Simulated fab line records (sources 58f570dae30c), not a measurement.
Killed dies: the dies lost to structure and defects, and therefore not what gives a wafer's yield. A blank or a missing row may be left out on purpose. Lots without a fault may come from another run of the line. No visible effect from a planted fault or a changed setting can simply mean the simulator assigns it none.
2 desks, one fault / flow berkeleyCmos170 / each desk has only its own numbers; what lay behind them comes last

## TOOL OWNER'S DESK, plasmaAsher-01
The tool's own readings at UCB170_V1_STRIP_15 (strips in O2): means of the sampled wafers that have a number, for each lot that ran on this tool. A lot is out of limits, marked OUT, if its mean lies more than 4 standard deviations from the usual mean; the brackets give that distance.
Columns: A = chamberPressureMTorr at UCB170_V1_STRIP_15, usual 3499.5 mTorr; B = drypumpMotorCurrentA at UCB170_V1_STRIP_15, usual 6.0 A; C = o2FlowSccm at UCB170_V1_STRIP_15, usual 399.9 sccm; D = oesProductAu at UCB170_V1_STRIP_15, usual 0.721 a.u.; E = stripTimeToEndpointS at UCB170_V1_STRIP_15, usual 15.29 s
lot=L300; first seen here=day 8 12:39; A=3500.3; B=5.9; C=401.5; D=0.721; E=15.24
lot=L308; first seen here=day 10 12:04; A=3499.2; B=5.9; C=401.5; D=0.721; E=15.22
lot=L315; first seen here=day 12 14:36; A=3501.2; B=6.1; C=401.6; D=0.720; E=15.32
lot=L317; first seen here=day 13 04:41; A=3502.3; B=6.1; C=399.6; D=0.719; E=15.23
lot=L319; first seen here=day 13 13:08; A=3497.0; B=6.1; C=401.2; D=0.719; E=15.19
This desk found nothing out of limits on any of the 5 lots.

## THE METROLOGY DESK
What the gauges read, lot by lot, whatever tool the lot ran on: means of the sampled wafers that have a number. A lot is out of limits, marked OUT, if its mean lies more than 4 standard deviations from the usual mean; the brackets give that distance.
Columns: A = cdNm at UCB170_M1_CD_MEAS_90, usual 699 nm; B = M3_BOW at UCB170_M3_BOW_MEAS_20, usual 36 um
lot=L300; first seen here=day 8 07:44; A=704; B=36
lot=L301; first seen here=day 9 01:49; A=702; B=37
lot=L302; first seen here=day 9 01:56; A=701; B=36
lot=L304; first seen here=day 9 03:12; A=699; B=32
lot=L303; first seen here=day 9 03:43; A=703; B=33
lot=L306; first seen here=day 10 07:08; A=699; B=33
lot=L308; first seen here=day 10 07:50; A=699; B=44
lot=L309; first seen here=day 10 18:51; A=699; B=44
lot=L310; first seen here=day 10 19:04; A=700; B=36
lot=L312; first seen here=day 11 05:57; A=702; B=30
lot=L315; first seen here=day 12 11:08; A=694; B=34
lot=L318; first seen here=day 12 18:56; A=699; B=38
lot=L317; first seen here=day 12 20:50; A=698; B=36
lot=L319; first seen here=day 13 08:11; A=697; B=25
This desk found nothing out of limits on any of the 14 lots.

## ALL TOGETHER
The tool owner's desk saw nothing out of limits.
From the metrology desk's view, nothing was out of limits.

## WHAT THE SIMULATOR HAD INSERTED
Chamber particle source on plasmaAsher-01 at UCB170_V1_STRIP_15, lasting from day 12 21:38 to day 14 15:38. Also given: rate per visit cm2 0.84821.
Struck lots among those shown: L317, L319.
